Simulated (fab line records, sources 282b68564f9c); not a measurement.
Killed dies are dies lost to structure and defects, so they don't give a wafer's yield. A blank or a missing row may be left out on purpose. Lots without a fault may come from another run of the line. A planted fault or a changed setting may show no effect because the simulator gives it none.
A struck lot beside a sound one | flow rit_cmos | 19 steps out of a route of 202
Sound: wafers L724.1, L724.3, L724.6. Struck: wafers L737.2, L737.5, L737.6. The cause comes at the end.
At each step with rows: each side's tool, then ch and its chambers, then its first start. Under that, the readings that differ: sound wafers | struck wafers | difference of the means | sigmas: that difference in standard deviations of wafers without a fault.
alike: readings whose means differ by less than 2 such deviations, and words and numbers that are the same on both sides. not compared: withheld readings, readings that some wafer has no value for, bounds like >300 that may hide the same value, and numbers for which the record gives no deviation and whose values overlap.
The two part at a step that has a row with sigmas, a row that says differs or no value, or rows on one side only. Numbers that don't overlap but have no deviation are shown without sigmas and don't part them. A reading that every wafer of one side lacks parts them only if that side has two wafers or more.

first, 3 steps without rows for these wafers: RIT_GATE_CLEAN_02 (cleans in dHF, time 30 s); RIT_GATE_CLEAN_03 (cleans in SC2, time 600 s); RIT_GATE_CLEAN_04 (cleans in dHF, time 60 s).
RIT_FOX2_THK_MEAS_91:
  sound on film_metro-03, day 3 03:47; struck on film_metro-02, day 5 21:56
  reading                     | sound       | struck      | difference | sigmas
  FIELD_OXIDE_LEFT_2_THK (nm) | 264 261 257 | 243 245 238 | -19        | -3
then, 2 steps without rows for these wafers: RIT_GATE_OXIDATION_05 (target thk 3 nm, ox time 270 s); RIT_GATE_ANNEAL_06 (time 600 s).
RIT_GATE_THK_MEAS_07:
  sound on film_metro-01, day 3 05:23; struck on film_metro-03, day 6 00:14
  alike: GATE_OXIDE_THK
then, 1 step without rows for these wafers: RIT_GATE_CVD_08 (deposits poly-Si from SiH4, target thk 250 nm, time 2220 s).
RIT_GATE_THK_MEAS_09:
  sound on film_metro-02, day 3 09:35; struck on film_metro-02, day 6 01:55
  alike: GATE_POLY_THK
then, 3 steps without rows for these wafers: RIT_GATE_HMDS_10 (prime time 60 s); RIT_GATE_COAT_11 (resist thk 850 nm); RIT_GATE_SOFTBAKE_12 (time 60 s).
RIT_GATE_EXPOSE_13: exposes mask M6, target cd 150 nm.
  sound on iline_stepper-01 ch 0, day 3 10:11; struck on iline_stepper-02 ch 0, day 6 02:34
  reading                      | sound                | struck               | difference | sigmas
  model.GATE.overlay_x_nm (nm) | 0.8578 0.8578 0.8578 | -148.3 -148.3 -148.3 | -149.2     |
  alike: mask
then, 2 steps without rows for these wafers: RIT_GATE_PEB_14; RIT_GATE_DEVELOP_15 (develop time 51.16 s).
RIT_GATE_CD_MEAS_16: target cd 150 nm.
  sound on cd_sem-02, day 3 10:37; struck on cd_sem-01, day 6 02:58
  alike: cd_nm
RIT_GATE_OVL_MEAS_17:
  sound on overlay-01, day 3 10:44; struck on overlay-02, day 6 03:04
  reading       | sound       | struck               | difference | sigmas
  GATE_OVL (nm) | 2.5 0.7 0.8 | -147.8 -148.3 -145.4 | -148.5     | -87
then, 1 step without rows for these wafers: RIT_GATE_HARDBAKE_18 (time 60 s).
RIT_M1_PROBE_99:
  sound on prober-02, day 4 06:25; struck on prober-01, day 7 01:10
  reading                                                 | sound                | struck               | difference | sigmas
  model.etest.pldd.width_nm (nm)                          | 3146 3160 3173       | 3119 3121 3103       | -45        |
  model.etest.nldd.width_nm (nm)                          | 3152 3178 3177       | 3119 3105 3124       | -53        |
  model.etest.select_edge_diode_p.leak_log10_a (angstrom) | -10.52 -10.08 -10.38 | -6.185 -6.215 -6.719 | +3.954     |
  model.etest.select_edge_diode_n.leak_log10_a (angstrom) | -9.623 -9.866 -9.774 | -5.819 -6.057 -6.221 | +3.722     |
  model.etest.gate_end_array.leak_log10_a_um              | -12.91 -12.78 -12.9  | -11.29 -11.35 -11.54 | +1.47      |
  alike: killed_at_contacts, killed_at_front_end, killed_dies, killed_open, killed_short

WHERE THEY PART
First at RIT_FOX2_THK_MEAS_91; last, within this record, at RIT_GATE_OVL_MEAS_17. Later steps at which nothing parts them and some readings are alike: RIT_M1_PROBE_99.

WHY: what the simulator had put in
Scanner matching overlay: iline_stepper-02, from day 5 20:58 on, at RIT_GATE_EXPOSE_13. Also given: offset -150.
